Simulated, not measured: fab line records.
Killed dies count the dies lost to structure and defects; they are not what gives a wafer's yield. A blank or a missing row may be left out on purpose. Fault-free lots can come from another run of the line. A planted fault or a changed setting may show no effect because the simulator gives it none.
Split-lot trial ; flow rit_cmos ; 23 wafers read from 5 lots, route of 202 steps

== ABOUT THE SPLIT ==
At RIT_PWELL_COAT_01 (resist thk 1300 nm), the setting resist_thk_nm was moved away from the recipe's 1300 nm on 5 of the 23 wafers read, by -3.8% to -2.8%. All remaining wafers had this setting at the recipe value.

== FROM THE SPLIT TO THE READING: what the file shows between them, 3 steps ==
- RIT_PWELL_SOFTBAKE_02: time 60 s
- RIT_PWELL_EXPOSE_03: exposes mask M3, target cd 43700 nm
- RIT_PWELL_DEVELOP_05: develop time 68 s

== THE READING ==
NOVOLAK_of_PWELL_COAT_01.thk_nm (the simulator's own value, which no gauge read), in nm, at RIT_PWELL_HARDBAKE_07 (time 120 s). The file does not state a usual value for it. Here, 18 wafers ran the recipe; their average is 1137 nm with a standard deviation of 3.1 nm.

wafer;tool, chamber at the split;resist_thk_nm as run, nm;against the recipe;NOVOLAK_of_PWELL_COAT_01.thk_nm, nm;against lot-mates on the recipe
L074.1;litho_track-04, 0;1251;-3.8%;1100;-41
L074.3;litho_track-04, 0;1300;recipe;1142;-
L074.4;litho_track-04, 0;1300;recipe;1140;-
L074.5;litho_track-04, 0;1251;-3.8%;1099;-42
L074.6;litho_track-04, 0;1251;-3.8%;1101;-40
L076.1;litho_track-01, 0;1263;-2.8%;1112;-30
L076.2;litho_track-01, 0;1263;-2.8%;1109;-33
L076.3;litho_track-01, 0;1300;recipe;1144;-
L076.4;litho_track-01, 0;1300;recipe;1141;-
L076.5;litho_track-01, 0;1300;recipe;1142;-
L082.1;litho_track-01, 0;1300;recipe;1137;-
L082.2;litho_track-01, 0;1300;recipe;1137;-
L082.5;litho_track-01, 0;1300;recipe;1137;-
L082.4;litho_track-01, 0;1300;recipe;1134;-
L082.6;litho_track-01, 0;1300;recipe;1138;-
L083.1;litho_track-01, 0;1300;recipe;1134;-
L083.3;litho_track-01, 0;1300;recipe;1135;-
L083.5;litho_track-01, 0;1300;recipe;1135;-
L083.4;litho_track-01, 0;1300;recipe;1136;-
L083.6;litho_track-01, 0;1300;recipe;1133;-
L085.2;litho_track-01, 0;1300;recipe;1137;-
L085.3;litho_track-01, 0;1300;recipe;1135;-
L085.6;litho_track-01, 0;1300;recipe;1136;-

FIT RESULTS
A straight line over all 23 wafers: NOVOLAK_of_PWELL_COAT_01.thk_nm changes by +9.8 nm for each +1% of resist_thk_nm; r = +0.98; the points scatter about the line by 2.9 nm.
The same after taking each lot's own level away (the mean of its wafers on the recipe; 23 wafers): +11 nm for each +1%; r = +1.00; scatter 1.2 nm.
Per that fit: largest resist_thk_nm move, reading shift of 41 nm.
Measured against the standard deviation above, the lots' own levels, which go from 1134.6 to 1142.3 nm, span 2.5 times it.
So the slope is not independent of the lot-to-lot level: the two fits are not the same.
Check: -41.4 nm against its lot-mates is what the line predicts for one of the wafers moved furthest among these (-3.8%) when that wafer is left out of the fit. It came out at -41 nm against them.

== OTHER SPLITS APPLIED TO THESE WAFERS ==
Note: prior to the reading, these wafers also went through further splits. Each is held against what the fit with the lots' levels taken away leaves over:
other split on the same wafers;wafers away from the commonest value;r with NOVOLAK_of_PWELL_COAT_01.thk_nm (lot level and that fit taken away)
RIT_ACTIVE_OXIDATION_01 temp_c;18;-0.10
RIT_ACTIVE_HARDBAKE_12 temp_c;9;-0.06
RIT_NWELL_SOFTBAKE_02 temp_c;8;+0.04

== THE WHOLE CHAIN: every reading that the file lists as answering this split, in the file's order ==
step;what it does;reading;change (the file's fit);r (the file's)
RIT_PWELL_COAT_01;resist thk 1300 nm;NOVOLAK_of_PWELL_COAT_01.thk_nm (the simulator's own value, which no gauge read);+12.7 nm for each +1% of the setting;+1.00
RIT_PWELL_HARDBAKE_07;time 120 s;NOVOLAK_of_PWELL_COAT_01.thk_nm (the simulator's own value, which no gauge read);+11 nm for each +1% of the setting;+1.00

== THE FILE'S OWN FIT ==
NOVOLAK_of_PWELL_COAT_01.thk_nm changes by +11 nm for each +1% of resist_thk_nm, r = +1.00.
